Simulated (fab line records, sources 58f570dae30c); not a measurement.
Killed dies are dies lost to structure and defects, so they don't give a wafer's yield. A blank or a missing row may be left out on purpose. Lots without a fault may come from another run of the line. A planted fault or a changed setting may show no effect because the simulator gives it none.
Which tool did it? | flow berkeley_cmos170 | 13 lots, 39 wafers sampled, at 5 steps of a route of 331

WHAT THE GAUGES READ, wafer by wafer
UCB170_NVT_TW_MEAS_09. Usual: NVT_TW 528, standard deviation 4.4.
lot  | measured     | on            | NVT_TW      | flag
L242 | day 6 22:20  | film_metro-01 | 534 533 534 |
L247 | day 7 07:58  | film_metro-01 | 531 534 530 |
L246 | day 7 08:02  | film_metro-04 | 521 523 523 |
L245 | day 7 08:28  | film_metro-01 | 530 529 533 |
L244 | day 7 08:34  | film_metro-04 | 520 522 522 |
L243 | day 7 08:51  | film_metro-04 | 524 521 520 |
L255 | day 9 05:14  | film_metro-03 | 525 523 528 |
L256 | day 9 05:31  | film_metro-03 | 523 526 525 |
L258 | day 9 20:22  | film_metro-03 | 523 526 527 |
L259 | day 10 10:34 | film_metro-04 | 525 525 524 |
L260 | day 10 11:05 | film_metro-03 | 530 528 524 |
L262 | day 10 19:19 | film_metro-01 | 534 534 531 |
L263 | day 10 19:36 | film_metro-04 | 526 525 527 |

UCB170_GATE_CD_MEAS_90: target cd 350 nm. Usual: cd_nm 349.9 nm, standard deviation 1.2.
lot  | measured     | on        | cd_nm (nm)        | flag
L242 | day 7 15:38  | cd_sem-02 | 349.9 350.3 350.3 |
L247 | day 8 02:15  | cd_sem-02 | 349.9 352.7 350.3 |
L246 | day 8 03:06  | cd_sem-02 | 350.0 350.3 350.1 |
L245 | day 8 02:52  | cd_sem-02 | 350.5 351.2 350.4 |
L244 | day 8 02:29  | cd_sem-02 | 348.2 348.8 348.7 |
L243 | day 8 02:37  | cd_sem-02 | 349.0 347.6 349.7 |
L255 | day 10 00:47 | cd_sem-01 | 352.0 352.1 349.3 |
L256 | day 10 00:34 | cd_sem-01 | 349.5 349.7 349.1 |
L258 | day 10 13:37 | cd_sem-01 | 349.5 349.7 347.2 |
L259 | day 10 21:39 | cd_sem-02 | 348.5 348.5 348.9 |
L260 | day 11 06:20 | cd_sem-02 | 349.2 349.1 350.4 |
L262 | day 11 19:17 | cd_sem-02 | 347.9 349.3 350.6 |
L263 | day 11 19:24 | cd_sem-01 | 350.1 349.8 349.2 |

UCB170_PLDD_CD_MEAS_06: target cd 1200 nm. Usual: cd_nm 1199.8 nm, standard deviation 1.3.
lot  | measured     | on        | cd_nm (nm)           | flag
L242 | day 7 18:28  | cd_sem-02 | 1201.3 1201.5 1201.4 |
L247 | day 8 03:48  | cd_sem-02 | 1200.7 1200.7 1200.5 |
L246 | day 8 05:03  | cd_sem-02 | 1197.8 1198.7 1198.4 |
L245 | day 8 04:41  | cd_sem-02 | 1200.0 1200.2 1199.6 |
L244 | day 8 04:07  | cd_sem-02 | 1199.8 1199.2 1198.9 |
L243 | day 8 04:33  | cd_sem-02 | 1199.7 1200.8 1201.5 |
L255 | day 10 02:25 | cd_sem-02 | 1199.2 1199.3 1199.9 |
L256 | day 10 01:43 | cd_sem-01 | 1201.4 1200.9 1201.0 |
L258 | day 10 14:45 | cd_sem-01 | 1200.1 1200.8 1198.3 |
L259 | day 11 04:51 | cd_sem-02 | 1200.0 1197.9 1200.1 |
L260 | day 11 07:37 | cd_sem-02 | 1201.2 1200.3 1200.2 |
L262 | day 12 01:20 | cd_sem-01 | 1199.7 1198.5 1199.2 |
L263 | day 12 01:50 | cd_sem-01 | 1200.3 1200.4 1200.2 |

UCB170_SPACER_THK_MEAS_01. Usual: SPACER_TEOS_THK 378 nm, standard deviation 4.3.
lot  | measured     | on            | SPACER_TEOS_THK (nm) | flag
L242 | day 7 23:26  | film_metro-03 | 380 381 378          |
L247 | day 8 06:46  | film_metro-03 | 377 376 374          |
L246 | day 8 08:29  | film_metro-04 | 377 383 385          |
L245 | day 8 08:16  | film_metro-03 | 374 378 375          |
L244 | day 8 07:32  | film_metro-01 | 375 384 384          |
L243 | day 8 08:02  | film_metro-01 | 373 380 374          |
L255 | day 10 05:17 | film_metro-01 | 703 708 719          | OFF
L256 | day 10 04:11 | film_metro-03 | 704 713 714          | OFF
L258 | day 10 18:07 | film_metro-04 | 376 381 377          |
L259 | day 11 08:34 | film_metro-01 | 371 371 380          |
L260 | day 11 10:14 | film_metro-04 | 373 376 373          |
L262 | day 12 05:05 | film_metro-04 | 373 376 380          |
L263 | day 12 05:49 | film_metro-04 | 370 374 375          |

WHICH TOOL RAN EACH LOT (tool, then ch and the chambers of the sampled wafers, then the start)
lot  | UCB170_SPACER_CVD_00
L242 | pecvd-01 ch 1,2, day 7 23:23
L247 | pecvd-02 ch 0,1,2, day 8 06:43
L246 | pecvd-03 ch 0,1, day 8 08:26
L245 | pecvd-02 ch 0,1,2, day 8 08:13
L244 | pecvd-03 ch 0,1,2, day 8 07:30
L243 | pecvd-01 ch 0,1,2, day 8 08:00
L255 | pecvd-01 ch 1,2, day 10 05:14
L256 | pecvd-01 ch 0,1,2, day 10 04:08
L258 | pecvd-02 ch 1,2, day 10 18:04
L259 | pecvd-03 ch 1,2, day 11 08:31
L260 | pecvd-03 ch 0,1,2, day 11 10:11
L262 | pecvd-03 ch 0,1,2, day 12 05:03
L263 | pecvd-02 ch 0,1, day 12 05:46
- UCB170_SPACER_CVD_00: deposits SiO2 from TEOS/O2, target thk 376 nm, time 47 s.

WHAT THE TOOLS THEMSELVES READ (means of the sampled wafers that have a number; where no wafer has one, the mark that the record gives instead)
UCB170_SPACER_CVD_00. Usual: heater_power_w 271 W, standard deviation 48.
lot  | tool     | heater_power_w (W) | flag
L242 | pecvd-01 | 271                |
L247 | pecvd-02 | 289                |
L246 | pecvd-03 | 265                |
L245 | pecvd-02 | 299                |
L244 | pecvd-03 | 272                |
L243 | pecvd-01 | 255                |
L255 | pecvd-01 | 291                |
L256 | pecvd-01 | 225                |
L258 | pecvd-02 | 316                |
L259 | pecvd-03 | 298                |
L260 | pecvd-03 | 279                |
L262 | pecvd-03 | 227                |
L263 | pecvd-02 | 288                |

THE ANSWER, worked out from the rows above alone
Rule: a lot is off if the mean of its wafers that have a number lies more than 3 standard deviations from the usual mean. A lot without any number at a reading at which 4 lots or more have one is off too. The other lots that the step has rows for count as sound. The gauges are gone through in route order, then the tools' own readings, and for those a lot's mean is taken as printed above. The first step at which some lot is off is used, and at that step the reading that is off furthest; a lot without a number counts as furthest.
Off: L255, L256, at UCB170_SPACER_THK_MEAS_01 (SPACER_TEOS_THK).
A tool fits if, at a process step before that reading, it ran every lot that is off, and no sound lot after the first of them. The gauges at UCB170_SPACER_THK_MEAS_01 are tried like those tools. One fits: pecvd-01 at UCB170_SPACER_CVD_00. Its last sound lot is L243 (day 8 08:00), its first lot that is off L256 (day 10 04:08): a fault that began between those two fits.

WHAT THE SIMULATOR HAD PUT IN
Process parameter drift: pecvd-01, from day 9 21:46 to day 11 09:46, at UCB170_SPACER_CVD_00. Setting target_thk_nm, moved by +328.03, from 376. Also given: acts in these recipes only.
Lots struck among those shown: L255, L256. The rule above found the same.
